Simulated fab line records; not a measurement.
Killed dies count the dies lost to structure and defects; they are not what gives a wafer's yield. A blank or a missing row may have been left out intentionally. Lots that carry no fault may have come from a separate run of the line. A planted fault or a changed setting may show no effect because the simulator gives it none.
Chamber matching | flow berkeleyCmos170 | 4 sister chambers for UCB170_V1_CMP_02 on cmp-02
The step polishes SiO2. 4 wafers are shown with their chamber, then 9 later ones without.

EACH WAFER AND ITS CHAMBER
wafer  | chamber | motorCurrentA (A)
L759.3 | 3       | 15.0
L759.5 | 0       | 14.8
L763.5 | 1       | 17.4
L763.6 | 2       | 15.1

WAFERS MISSING THEIR CHAMBER
wafer  | motorCurrentA (A)
L764.2 | 14.4
L764.4 | 14.7
L764.6 | 17.0
L767.1 | 14.7
L767.3 | 14.3
L767.5 | 14.7
L769.2 | 15.2
L769.5 | 15.0
L769.6 | 14.9

WHICH CHAMBER EACH ONE RAN IN
wafer  | from the rows above          | in truth
L764.2 | can't be placed: 0 or 3 or 2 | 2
L764.4 | can't be placed: 0 or 3 or 2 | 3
L764.6 | 1                            | 1
L767.1 | can't be placed: 0 or 3 or 2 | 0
L767.3 | can't be placed: 0 or 3 or 2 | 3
L767.5 | can't be placed: 0 or 3 or 2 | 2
L769.2 | can't be placed: 2 or 3 or 0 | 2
L769.5 | can't be placed: 3 or 2 or 0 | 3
L769.6 | can't be placed: 0 or 3 or 2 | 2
1 of 9 placed correctly. From these rows, 8 cannot be placed; in 8 the true chamber is one of the candidates. Number placed wrongly: 0.
How it was worked out, from the rows above alone: a wafer's distance from a chamber is the root of the sum, over the readings, of the square of ((its reading less the chamber's mean) divided by the reading's scatter). The wafer belongs to the nearest chamber; if the next one is less than 2 further off, it can't be placed. For every chamber, the mean is computed from those of its wafers that are shown. The scatter: root of mean squared gap, hidden wafer to nearest shown wafer, with one shown wafer a chamber.
